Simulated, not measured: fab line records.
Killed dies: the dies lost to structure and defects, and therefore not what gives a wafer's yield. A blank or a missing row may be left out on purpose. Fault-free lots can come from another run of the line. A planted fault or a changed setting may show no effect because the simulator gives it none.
Which tool is to blame? :: flow rit cmos :: 14 lots, 42 wafers sampled, at 5 steps of a route of 202

## WHAT THE GAUGES SHOWED, per wafer
Not one reading of a measure or inspect step in the record can be checked against a usual standard deviation.

## TOOL THAT RAN EACH LOT (tool first, then ch and the chambers of the sampled wafers, then the start)
lot: L864
RIT_NLDD_STRIP_09: plasma asher-02 ch 0, day 3 05:53
RIT_PLDD_STRIP_09: plasma asher-02 ch 0,1, day 3 07:26
RIT_PSD_STRIP_09: plasma asher-01 ch 0,1, day 3 15:29
RIT_CONTACT_CVD_00: pecvd-02 ch 0,2, day 3 17:16
RIT_M1_PROBE_99: prober-02, day 3 23:35

lot: L869
RIT_NLDD_STRIP_09: plasma asher-04 ch 0, day 4 18:19
RIT_PLDD_STRIP_09: plasma asher-01 ch 0,1, day 4 19:44
RIT_PSD_STRIP_09: plasma asher-04 ch 0,1, day 5 01:20
RIT_CONTACT_CVD_00: -
RIT_M1_PROBE_99: prober-01, day 5 09:40

lot: L870
RIT_NLDD_STRIP_09: plasma asher-02 ch 0,1, day 5 03:38
RIT_PLDD_STRIP_09: plasma asher-01 ch 0,1, day 5 05:11
RIT_PSD_STRIP_09: plasma asher-03 ch 0,1, day 5 10:38
RIT_CONTACT_CVD_00: -
RIT_M1_PROBE_99: prober-02, day 5 19:02

lot: L872
RIT_NLDD_STRIP_09: plasma asher-03 ch 0,1, day 5 15:31
RIT_PLDD_STRIP_09: plasma asher-03 ch 0,1, day 5 17:16
RIT_PSD_STRIP_09: plasma asher-03 ch 0,1, day 5 23:12
RIT_CONTACT_CVD_00: pecvd-03 ch 0,1,2, day 6 00:51
RIT_M1_PROBE_99: prober-02, day 6 07:34

lot: L873
RIT_NLDD_STRIP_09: plasma asher-02 ch 0,1, day 6 01:48
RIT_PLDD_STRIP_09: plasma asher-01 ch 0,1, day 6 03:14
RIT_PSD_STRIP_09: plasma asher-03 ch 0,1, day 6 08:55
RIT_CONTACT_CVD_00: pecvd-02 ch 0,1, day 6 10:31
RIT_M1_PROBE_99: prober-01, day 6 17:46

lot: L877
RIT_NLDD_STRIP_09: plasma asher-04 ch 0,1, day 6 10:19
RIT_PLDD_STRIP_09: plasma asher-03 ch 0,1, day 6 12:07
RIT_PSD_STRIP_09: plasma asher-03 ch 0,1, day 6 19:34
RIT_CONTACT_CVD_00: pecvd-02 ch 0,1, day 6 21:10
RIT_M1_PROBE_99: prober-02, day 7 03:46

lot: L876
RIT_NLDD_STRIP_09: plasma asher-03 ch 0,1, day 6 10:34
RIT_PLDD_STRIP_09: plasma asher-02 ch 0,1, day 6 12:20
RIT_PSD_STRIP_09: plasma asher-01 ch 0,1, day 6 19:49
RIT_CONTACT_CVD_00: pecvd-01 ch 0,2, day 6 21:26
RIT_M1_PROBE_99: prober-01, day 7 05:16

lot: L878
RIT_NLDD_STRIP_09: plasma asher-03 ch 0,1, day 6 19:01
RIT_PLDD_STRIP_09: plasma asher-02 ch 0,1, day 6 21:05
RIT_PSD_STRIP_09: plasma asher-03 ch 0,1, day 7 02:35
RIT_CONTACT_CVD_00: pecvd-03 ch 0,2, day 7 04:15
RIT_M1_PROBE_99: prober-02, day 7 11:04

lot: L880
RIT_NLDD_STRIP_09: plasma asher-02 ch 0,1, day 6 19:10
RIT_PLDD_STRIP_09: plasma asher-01 ch 0,1, day 6 21:09
RIT_PSD_STRIP_09: plasma asher-04 ch 0,1, day 7 03:57
RIT_CONTACT_CVD_00: pecvd-02 ch 0,1,2, day 7 05:41
RIT_M1_PROBE_99: prober-01, day 7 12:57

lot: L879
RIT_NLDD_STRIP_09: plasma asher-04 ch 0,1, day 6 19:40
RIT_PLDD_STRIP_09: plasma asher-03 ch 0,1, day 6 21:33
RIT_PSD_STRIP_09: plasma asher-03 ch 0,1, day 7 04:04
RIT_CONTACT_CVD_00: pecvd-01 ch 0,1, day 7 05:45
RIT_M1_PROBE_99: prober-02, day 7 14:24

lot: L881
RIT_NLDD_STRIP_09: plasma asher-04 ch 0,1, day 7 08:20
RIT_PLDD_STRIP_09: plasma asher-02 ch 0,1, day 7 09:58
RIT_PSD_STRIP_09: plasma asher-03 ch 0,1, day 7 15:55
RIT_CONTACT_CVD_00: pecvd-03 ch 0,2, day 7 17:35
RIT_M1_PROBE_99: prober-02, day 8 00:17

lot: L883
RIT_NLDD_STRIP_09: plasma asher-03 ch 0,1, day 7 09:32
RIT_PLDD_STRIP_09: plasma asher-02 ch 0,1, day 7 11:05
RIT_PSD_STRIP_09: plasma asher-03 ch 0,1, day 7 17:24
RIT_CONTACT_CVD_00: pecvd-01 ch 0,1,2, day 7 19:05
RIT_M1_PROBE_99: prober-02, day 8 01:47

lot: L884
RIT_NLDD_STRIP_09: plasma asher-03 ch 0,1, day 7 18:28
RIT_PLDD_STRIP_09: plasma asher-01 ch 0,1, day 7 19:53
RIT_PSD_STRIP_09: plasma asher-04 ch 0, day 8 01:21
RIT_CONTACT_CVD_00: pecvd-03 ch 0,2, day 8 03:01
RIT_M1_PROBE_99: prober-01, day 8 09:25

lot: L885
RIT_NLDD_STRIP_09: plasma asher-04 ch 0,1, day 7 23:02
RIT_PLDD_STRIP_09: plasma asher-02 ch 0,1, day 8 00:34
RIT_PSD_STRIP_09: plasma asher-01 ch 0,1, day 8 06:37
RIT_CONTACT_CVD_00: pecvd-01 ch 0,2, day 8 08:13
RIT_M1_PROBE_99: prober-01, day 8 15:15
- RIT_NLDD_STRIP_09: strips in O2, time 180 s.
- RIT_PLDD_STRIP_09: strips in O2, time 180 s.
- RIT_PSD_STRIP_09: strips in O2, time 180 s.
- RIT_CONTACT_CVD_00: deposits SiO2 from TEOS, target thk 400 nm, time 63.55 s.
- RIT_M1_PROBE_99

## WHAT THE TOOLS THEMSELVES READ (means of the sampled wafers that have a number; where no wafer has one, the mark that the record gives instead)
RIT_NLDD_STRIP_09. Usual: chamber pressure mTorr 4000 mTorr, standard deviation 3.7; drypump motor current A 5.8 A, standard deviation 0.75.
lot: L864
tool: plasma asher-02
chamber pressure mTorr (mTorr): 4000
drypump motor current A (A): 5.4
flag: 

lot: L869
tool: plasma asher-04
chamber pressure mTorr (mTorr): 3995
drypump motor current A (A): 6.7
flag: 

lot: L870
tool: plasma asher-02
chamber pressure mTorr (mTorr): 3995
drypump motor current A (A): 5.3
flag: 

lot: L872
tool: plasma asher-03
chamber pressure mTorr (mTorr): 4001
drypump motor current A (A): 5.9
flag: 

lot: L873
tool: plasma asher-02
chamber pressure mTorr (mTorr): 4000
drypump motor current A (A): 5.3
flag: 

lot: L877
tool: plasma asher-04
chamber pressure mTorr (mTorr): 4004
drypump motor current A (A): 6.7
flag: 

lot: L876
tool: plasma asher-03
chamber pressure mTorr (mTorr): 3998
drypump motor current A (A): 5.9
flag: 

lot: L878
tool: plasma asher-03
chamber pressure mTorr (mTorr): 4003
drypump motor current A (A): 5.9
flag: 

lot: L880
tool: plasma asher-02
chamber pressure mTorr (mTorr): 4002
drypump motor current A (A): 5.3
flag: 

lot: L879
tool: plasma asher-04
chamber pressure mTorr (mTorr): 4003
drypump motor current A (A): 6.6
flag: 

lot: L881
tool: plasma asher-04
chamber pressure mTorr (mTorr): 4001
drypump motor current A (A): 6.7
flag: 

lot: L883
tool: plasma asher-03
chamber pressure mTorr (mTorr): 3998
drypump motor current A (A): 5.9
flag: 

lot: L884
tool: plasma asher-03
chamber pressure mTorr (mTorr): 3999
drypump motor current A (A): 5.9
flag: 

lot: L885
tool: plasma asher-04
chamber pressure mTorr (mTorr): 4000
drypump motor current A (A): 6.7
flag: 

RIT_PLDD_STRIP_09. Usual: chamber pressure mTorr 4000 mTorr, standard deviation 4.4; drypump motor current A 5.4 A, standard deviation 0.39.
lot: L864
tool: plasma asher-02
chamber pressure mTorr (mTorr): 4001
drypump motor current A (A): 5.3
flag: 

lot: L869
tool: plasma asher-01
chamber pressure mTorr (mTorr): 3998
drypump motor current A (A): 5.4
flag: 

lot: L870
tool: plasma asher-01
chamber pressure mTorr (mTorr): 4000
drypump motor current A (A): 5.4
flag: 

lot: L872
tool: plasma asher-03
chamber pressure mTorr (mTorr): 3998
drypump motor current A (A): 5.9
flag: 

lot: L873
tool: plasma asher-01
chamber pressure mTorr (mTorr): 4000
drypump motor current A (A): 5.4
flag: 

lot: L877
tool: plasma asher-03
chamber pressure mTorr (mTorr): 4001
drypump motor current A (A): 5.4
flag: 

lot: L876
tool: plasma asher-02
chamber pressure mTorr (mTorr): 4002
drypump motor current A (A): 5.3
flag: 

lot: L878
tool: plasma asher-02
chamber pressure mTorr (mTorr): 3999
drypump motor current A (A): 5.3
flag: 

lot: L880
tool: plasma asher-01
chamber pressure mTorr (mTorr): 4003
drypump motor current A (A): 5.4
flag: 

lot: L879
tool: plasma asher-03
chamber pressure mTorr (mTorr): 4001
drypump motor current A (A): 5.9
flag: 

lot: L881
tool: plasma asher-02
chamber pressure mTorr (mTorr): 4000
drypump motor current A (A): 5.3
flag: 

lot: L883
tool: plasma asher-02
chamber pressure mTorr (mTorr): 3997
drypump motor current A (A): 5.3
flag: 

lot: L884
tool: plasma asher-01
chamber pressure mTorr (mTorr): 3999
drypump motor current A (A): 5.4
flag: 

lot: L885
tool: plasma asher-02
chamber pressure mTorr (mTorr): 4000
drypump motor current A (A): 5.3
flag: 

RIT_PSD_STRIP_09. Usual: chamber pressure mTorr 4000 mTorr, standard deviation 3.4; drypump motor current A 5.9 A, standard deviation 0.72.
lot: L864
tool: plasma asher-01
chamber pressure mTorr (mTorr): 4002
drypump motor current A (A): 5.4
flag: 

lot: L869
tool: plasma asher-04
chamber pressure mTorr (mTorr): -
drypump motor current A (A): -
flag: OFF

lot: L870
tool: plasma asher-03
chamber pressure mTorr (mTorr): -
drypump motor current A (A): -
flag: OFF

lot: L872
tool: plasma asher-03
chamber pressure mTorr (mTorr): 4000
drypump motor current A (A): 5.4
flag: 

lot: L873
tool: plasma asher-03
chamber pressure mTorr (mTorr): 3999
drypump motor current A (A): 5.9
flag: 

lot: L877
tool: plasma asher-03
chamber pressure mTorr (mTorr): 4000
drypump motor current A (A): 5.4
flag: 

lot: L876
tool: plasma asher-01
chamber pressure mTorr (mTorr): 3998
drypump motor current A (A): 5.4
flag: 

lot: L878
tool: plasma asher-03
chamber pressure mTorr (mTorr): 4001
drypump motor current A (A): 5.4
flag: 

lot: L880
tool: plasma asher-04
chamber pressure mTorr (mTorr): 4000
drypump motor current A (A): 6.7
flag: 

lot: L879
tool: plasma asher-03
chamber pressure mTorr (mTorr): 3996
drypump motor current A (A): 5.4
flag: 

lot: L881
tool: plasma asher-03
chamber pressure mTorr (mTorr): 3999
drypump motor current A (A): 5.4
flag: 

lot: L883
tool: plasma asher-03
chamber pressure mTorr (mTorr): 4002
drypump motor current A (A): 5.9
flag: 

lot: L884
tool: plasma asher-04
chamber pressure mTorr (mTorr): 3996
drypump motor current A (A): 6.8
flag: 

lot: L885
tool: plasma asher-01
chamber pressure mTorr (mTorr): 4000
drypump motor current A (A): 5.4
flag: 

RIT_CONTACT_CVD_00. Usual: heater power w at 305 W, with a standard deviation of 39.
lot: L864
tool: pecvd-02
heater power w (W): 315
flag: 

lot: L872
tool: pecvd-03
heater power w (W): 309
flag: 

lot: L873
tool: pecvd-02
heater power w (W): 246
flag: 

lot: L877
tool: pecvd-02
heater power w (W): 299
flag: 

lot: L876
tool: pecvd-01
heater power w (W): 335
flag: 

lot: L878
tool: pecvd-03
heater power w (W): 264
flag: 

lot: L880
tool: pecvd-02
heater power w (W): 328
flag: 

lot: L879
tool: pecvd-01
heater power w (W): 304
flag: 

lot: L881
tool: pecvd-03
heater power w (W): 296
flag: 

lot: L883
tool: pecvd-01
heater power w (W): 318
flag: 

lot: L884
tool: pecvd-03
heater power w (W): 311
flag: 

lot: L885
tool: pecvd-01
heater power w (W): 318
flag: 

RIT_M1_PROBE_99. Usual: killed_at_M0_to_M3 is 0.0 with standard deviation 0.14, killed at contacts is 0.1 with standard deviation 0.29, killed at front end is 7 with standard deviation 3.1, killed dies is 7 with standard deviation 3.1, killed on rim is 1.8 with standard deviation 1.3, killed open is 3.4 with standard deviation 1.9, and killed short is 3.6 with standard deviation 2.1.
lot: L864
tool: prober-02
killed_at_M0_to_M3: 0.0
killed at contacts: 0.0
killed at front end: 6
killed dies: 6
killed on rim: 1.0
killed open: 3.3
killed short: 2.7
flag: 

lot: L869
tool: prober-01
killed_at_M0_to_M3: 0.0
killed at contacts: 0.0
killed at front end: 264
killed dies: 264
killed on rim: 70.0
killed open: 3.3
killed short: 5.0
flag: OFF

lot: L870
tool: prober-02
killed_at_M0_to_M3: 0.0
killed at contacts: 0.0
killed at front end: 264
killed dies: 264
killed on rim: 70.0
killed open: 3.7
killed short: 2.7
flag: OFF

lot: L872
tool: prober-02
killed_at_M0_to_M3: 0.0
killed at contacts: 0.0
killed at front end: 5
killed dies: 5
killed on rim: 1.7
killed open: 3.0
killed short: 2.0
flag: 

lot: L873
tool: prober-01
killed_at_M0_to_M3: 0.0
killed at contacts: 0.0
killed at front end: 6
killed dies: 6
killed on rim: 1.7
killed open: 2.7
killed short: 3.3
flag: 

lot: L877
tool: prober-02
killed_at_M0_to_M3: 0.3
killed at contacts: 0.3
killed at front end: 5
killed dies: 6
killed on rim: 1.7
killed open: 2.7
killed short: 2.3
flag: 

lot: L876
tool: prober-01
killed_at_M0_to_M3: 0.0
killed at contacts: 0.0
killed at front end: 6
killed dies: 6
killed on rim: 0.3
killed open: 2.7
killed short: 3.3
flag: 

lot: L878
tool: prober-02
killed_at_M0_to_M3: 0.0
killed at contacts: 0.0
killed at front end: 6
killed dies: 6
killed on rim: 1.3
killed open: 3.7
killed short: 2.0
flag: 

lot: L880
tool: prober-01
killed_at_M0_to_M3: 0.0
killed at contacts: 0.3
killed at front end: 7
killed dies: 7
killed on rim: 1.7
killed open: 3.7
killed short: 3.3
flag: 

lot: L879
tool: prober-02
killed_at_M0_to_M3: 0.0
killed at contacts: 0.0
killed at front end: 9
killed dies: 9
killed on rim: 2.3
killed open: 3.3
killed short: 4.0
flag: 

lot: L881
tool: prober-02
killed_at_M0_to_M3: 0.0
killed at contacts: 0.0
killed at front end: 6
killed dies: 6
killed on rim: 0.7
killed open: 2.3
killed short: 3.7
flag: 

lot: L883
tool: prober-02
killed_at_M0_to_M3: 0.0
killed at contacts: 0.3
killed at front end: 8
killed dies: 8
killed on rim: 2.0
killed open: 2.7
killed short: 5.3
flag: 

lot: L884
tool: prober-01
killed_at_M0_to_M3: 0.0
killed at contacts: 0.0
killed at front end: 6
killed dies: 6
killed on rim: 1.7
killed open: 2.0
killed short: 3.7
flag: 

lot: L885
tool: prober-01
killed_at_M0_to_M3: 0.0
killed at contacts: 0.0
killed at front end: 7
killed dies: 7
killed on rim: 1.3
killed open: 3.0
killed short: 4.3
flag: 

## THE ANSWER, worked out from the rows above alone
Rule: a lot is off if the mean of its wafers that have a number lies more than 3 standard deviations from the usual mean. Also off: a lot with no number at a reading for which 4 or more lots have one. All remaining lots with rows at the step are treated as sound. First the gauges in route order, then the tools' own readings, where a lot's mean is used as printed above. The first step at which some lot is off is used, and at that step the reading that is off furthest; a lot without a number counts as furthest.
Off at RIT_PSD_STRIP_09 (chamber pressure mTorr): L869, L870. Without a number there: L869, L870.
A tool fits if, at that step or a process step before it, it ran every lot that is off, and no sound lot after the first of them. Of those tried, none fits.

## WHAT THE SIMULATOR HAD INSERTED
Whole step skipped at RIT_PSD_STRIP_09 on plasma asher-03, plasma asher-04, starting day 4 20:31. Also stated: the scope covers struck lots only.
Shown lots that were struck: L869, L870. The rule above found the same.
